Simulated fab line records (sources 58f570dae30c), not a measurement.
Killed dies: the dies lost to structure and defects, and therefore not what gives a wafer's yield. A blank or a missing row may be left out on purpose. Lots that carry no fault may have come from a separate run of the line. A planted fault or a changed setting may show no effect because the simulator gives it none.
fab line records | flow berkeleyCmos170 | part 2 of 2: steps 29 to 42 of 42
record lots=5 wafers=15 lastDay=12
route steps=331 shown M2@280 V2@292 M3@309
lots untouched by any fault: they come from a run of this same line in which no faults occurred
startH: hours from the record's first day to the start of the lot's first wafer shown | waitH: hours elapsed since this lot's preceding step | " as in the row above | L1.1+2: a row that stands for several wafers | - value missing, or start not given | * or withheld: withheld | < > ~ a bound
route shown NAME@n: names a module that has steps shown in the file, with the first one's number in the route | usual: mean and standard deviation over wafers with no fault | same: alike in all rows | chamber/n: place in a boat | sites: per-site readings | _std_site: their standard deviation | _edge_site: the outer-site mean with the inner-site mean subtracted | radiusMm: how far each site lies from the wafer's centre | mask NAME#n: copy n | behind: the last tool/chamber to shape the wafer | hold: the reason the lot was held/the length of the hold in hours/how it ended | device: transistor that didn't switch, given as n, p or np | end of line: the route-end tests of the same wafers | a step with no rows: only its recipe | killed: dies lost to structure and defects at the first sort, not the wafer's yield | map: per-die view of a wafer (x killed, . not killed, _ where there is no die)
set.NAME: the setting the step ran with; set.NAME@STEP: the setting that earlier step ran with | model.NAME: the simulator's own value behind a step, which no gauge read
lots seen at some steps along the route; tables by step, rows by wafer
services: a tool's chamber out of use, with start hour (startH, from the record's first day; less than 0 if before it), hours out, and reason
## steps
# step UCB170_V2_CD_MEAS_90
# recipe targetCdNm=700
# usual cdNm=699.9/1.5
# columns lot.wafer tool chamber startH waitH cdNm
L078.4 cdSem-02 - 181.57 0.1 701.3
L078.5 " - " " 701.4
L078.6 " - " " 702.9
L084.1 cdSem-02 - 213.31 0.1 698.0
L084.3 " - " " 699.9
L084.4 " - " " 699.9
L091.3 cdSem-02 - 261.55 0.1 700.1
L091.4 " - " " 699.9
L091.6 " - " " 700.0
L093.4 cdSem-01 - 273.87 0.1 700.3
L093.5 " - " " 700.5
L093.6 " - " " 699.1
L094.1 cdSem-01 - 274.22 0.1 698.5
L094.2 " - " " 698.1
L094.3 " - " " 696.4
# step UCB170_M3_PRE_CLEAN_00
# recipe gas=Ar precleanEtchTimeS=60
# columns lot.wafer tool chamber startH waitH
L078.4+5+6 pvdSputter-04 - 181.63 0.0
L084.1+3+4 pvdSputter-02 - 213.43 0.1
L091.3+4+6 pvdSputter-02 - 261.63 0.1
L093.4+5+6 pvdSputter-01 - 273.93 0.0
L094.1+2+3 pvdSputter-02 - 274.34 0.1
# step UCB170_M3_SPUTTER_01
# recipe material=Al targetThkNm=900 timeS=120 powerW=6000 chamberPressurePa=0.5
# usual throttleValvePct=30.2/0.67
# columns lot.wafer tool chamber startH waitH throttleValvePct
L078.4 pvdSputter-04 - 181.69 0.0 30.1
L078.5 " - " " 29.7
L078.6 " - " " 30.6
L084.1 pvdSputter-02 - 213.50 0.0 28.8
L084.3 " - " " 31.4
L084.4 " - " " 30.1
L091.3 pvdSputter-02 - 261.70 0.0 30.3
L091.4 " - " " 31.1
L091.6 " - " " 30.2
L093.4 pvdSputter-01 - 274.00 0.0 30.6
L093.5 " - " " 30.1
L093.6 " - " " 30.5
L094.1 pvdSputter-02 - 274.41 0.0 30.1
L094.2 " - " " 31.1
L094.3 " - " " 30.1
# step UCB170_M3_RS_MEAS_02
# recipe thkMeasGauge=four-point-probe reads=Al_of_M3_SPUTTER_01
# usual M3_AL_RS=0.0322/0.00036
# columns lot.wafer tool chamber startH waitH M3_AL_RS[ohm/sq]
L078.4 filmMetro-03 - 181.84 0.1 0.0316
L078.5 " - " " 0.0317
L078.6 " - " " 0.0318
L084.1 filmMetro-03 - 213.58 0.0 0.0317
L084.3 " - " " 0.0326
L084.4 " - " " 0.0322
L091.3 filmMetro-02 - 261.82 0.1 0.0320
L091.4 " - " " 0.0324
L091.6 " - " " 0.0317
L093.4 filmMetro-03 - 274.14 0.1 0.0323
L093.5 " - " " 0.0320
L093.6 " - " " 0.0324
L094.1 filmMetro-04 - 274.49 0.0 0.0326
L094.2 " - " " 0.0328
L094.3 " - " " 0.0325
# step UCB170_M3_THK_MEAS_03
# recipe thkMeasGauge=xrf reads=Al_of_M3_SPUTTER_01
# usual M3_AL_THK=888/11
# columns lot.wafer tool chamber startH waitH M3_AL_THK[nm]
L078.4 filmMetro-03 - 181.93 0.1 906
L078.5 " - " " 906
L078.6 " - " " 898
L084.1 filmMetro-03 - 213.70 0.1 897
L084.3 " - " " 875
L084.4 " - " " 889
L091.3 filmMetro-02 - 261.92 0.1 902
L091.4 " - " " 883
L091.6 " - " " 898
L093.4 filmMetro-03 - 274.23 0.1 893
L093.5 " - " " 892
L093.6 " - " " 885
L094.1 filmMetro-04 - 274.61 0.1 879
L094.2 " - " " 866
L094.3 " - " " 880
# step UCB170_M3_HMDS_04
# recipe primeTimeS=60 primeTempC=100
# columns lot.wafer tool chamber startH waitH
L078.4+5+6 lithoTrack-02 0 182.03 0.1
L084.1+3+4 lithoTrack-01 0 213.76 0.1
L091.3+4+6 lithoTrack-01 0 262.31 0.4
L093.4+5+6 lithoTrack-01 0 274.34 0.1
L094.1+2+3 lithoTrack-04 0 274.67 0.1
# step UCB170_M3_COAT_05
# recipe resist=KrF spinRpm=1500 resistThkNm=900
# columns lot.wafer tool chamber startH waitH
L078.4+5+6 lithoTrack-02 0 182.18 0.1
L084.1+3+4 lithoTrack-01 0 213.91 0.1
L091.3+4+6 lithoTrack-01 0 262.46 0.1
L093.4+5+6 lithoTrack-01 0 274.49 0.1
L094.1+2+3 lithoTrack-04 0 274.82 0.1
# step UCB170_M3_SOFTBAKE_06
# recipe resist=KrF tempC=130 timeS=60
# columns lot.wafer tool chamber startH waitH
L078.4+5+6 lithoTrack-02 0 182.33 0.1
L084.1+3+4 lithoTrack-01 0 214.06 0.1
L091.3+4+6 lithoTrack-01 0 262.61 0.1
L093.4+5+6 lithoTrack-01 0 274.64 0.1
L094.1+2+3 lithoTrack-04 0 274.97 0.1
# step UCB170_M3_STRIP_07
# recipe chemistry=O2 powerW=400 pressureMtorr=3500 platenTempC=withheld o2FlowSccm=400 overashFraction=0.5
# usual drypumpMotorCurrentA=5.6/0.4 oesProductAu=0.734/0.0041 stripTimeToEndpointS=22.00/0.072
# columns lot.wafer tool chamber startH waitH drypumpMotorCurrentA oesProductAu rfHoursCounterH stripTimeToEndpointS
L078.4 plasmaAsher-02 0 182.44 0.1 5.1 0.741 - 22.09
L078.5 " 1 " " 5.3 0.734 - 22.13
L078.6 " 0 " " 5.1 0.730 - 22.12
L084.1 plasmaAsher-04 1 214.21 0.1 5.3 0.733 45 21.89
L084.3 " 0 " " 5.5 0.738 - 21.93
L084.4 " 1 " " 5.3 0.735 - 21.87
L091.3 plasmaAsher-02 0 262.74 0.1 5.1 0.740 - 21.93
L091.4 " 1 " " 5.3 0.730 - 21.97
L091.6 " 0 " " 5.1 0.731 - 21.97
L093.4 plasmaAsher-02 0 274.75 0.1 5.1 0.731 - 21.92
L093.5 " 1 " " 5.3 0.732 - 21.94
L093.6 " 0 " " 5.1 0.732 - 21.97
L094.1 plasmaAsher-04 1 275.12 0.1 5.3 0.729 53 21.95
L094.2 " 0 " " 5.6 0.731 53 22.04
L094.3 " 1 " " 5.3 0.737 - 22.02
# step UCB170_M3_STRIP_08
# recipe chemistry=DMSO tempC=80 timeS=600 material=KrF
# columns lot.wafer tool chamber startH waitH
L078.4+5+6 wetBench-01 0 182.51 0.0
L084.1+3+4 wetBench-02 1 214.31 0.1
L091.3+4+6 wetBench-02 2 262.81 0.0
L093.4+5+6 wetBench-03 1 276.02 1.2
L094.1+2+3 wetBench-03 0 276.02 0.9
# step UCB170_M3_COAT_09
# recipe resist=BARC tempC=withheld timeS=withheld spinRpm=3000 resistThkNm=withheld
# columns lot.wafer tool chamber startH waitH
L078.4+5+6 lithoTrack-02 0 182.76 0.1
L084.1+3+4 lithoTrack-02 0 214.52 0.0
L091.3+4+6 lithoTrack-02 0 263.42 0.4
L094.1+2+3 lithoTrack-04 0 276.20 0.0
L093.4+5+6 lithoTrack-02 0 276.27 0.1
# step UCB170_M3_COAT_10
# recipe resist=KrF spinRpm=1500 resistThkNm=900
# columns lot.wafer tool chamber startH waitH
L078.4+5+6 lithoTrack-02 0 - -
L084.1+3+4 lithoTrack-02 0 - -
L091.3+4+6 lithoTrack-02 0 - -
L094.1+2+3 lithoTrack-04 0 - -
L093.4+5+6 lithoTrack-02 0 - -
# step UCB170_M3_SOFTBAKE_11
# recipe resist=KrF tempC=130 timeS=60
# columns lot.wafer tool chamber startH waitH
L078.4+5+6 lithoTrack-02 0 - -
L084.1+3+4 lithoTrack-02 0 - -
L091.3+4+6 lithoTrack-02 0 - -
L094.1+2+3 lithoTrack-04 0 - -
L093.4+5+6 lithoTrack-02 0 - -
# step UCB170_M3_EXPOSE_12
# recipe maskId=METAL3 targetCdNm=700 na=0.5 sigmaOuter=0.6 sourceShape=conventional doseMj=26
# columns lot.wafer tool chamber startH waitH mask
L078.4+5+6 krfScanner-01 0 183.19 - METAL3#0
L084.1+3+4 krfScanner-01 0 215.09 - METAL3#0
L091.3+4+6 krfScanner-02 0 263.89 - METAL3#0
L093.4+5+6 krfScanner-02 0 276.70 - METAL3#0
L094.1+2+3 krfScanner-02 0 276.88 - METAL3#0
## services
# columns tool chamber startH hours kind
krfScanner-01 - 183.70 0.2 repair
krfScanner-01 - 184.66 1.0 pm
cmp-01 - 187.45 1.4 repair
krfScanner-02 - 187.86 0.2 repair
krfScanner-01 - 196.14 7.7 repair
plasmaAsher-02 - 202.30 3.2 repair
krfScanner-02 - 203.86 3.6 pm
pvdSputter-02 - 207.21 1.4 repair
krfScanner-02 - 207.42 1.3 pm
rieDiel-03 - 213.78 1.0 repair
krfScanner-02 - 218.43 0.5 repair
krfScanner-01 - 232.50 0.6 repair
cmp-01 - 239.82 4.0 pm
krfScanner-01 - 244.56 1.9 repair
plasmaAsher-03 - 248.39 6.6 repair
plasmaAsher-01 - 249.16 1.2 repair
plasmaAsher-03 - 250.81 5.1 repair
krfScanner-01 - 253.25 0.8 pm
krfScanner-02 - 254.00 1.0 pm
plasmaAsher-03 - 257.91 1.4 repair
krfScanner-01 - 261.60 0.4 repair
krfScanner-01 - 262.62 1.3 pm
krfScanner-02 - 273.51 0.8 pm
krfScanner-01 - 274.23 2.6 repair
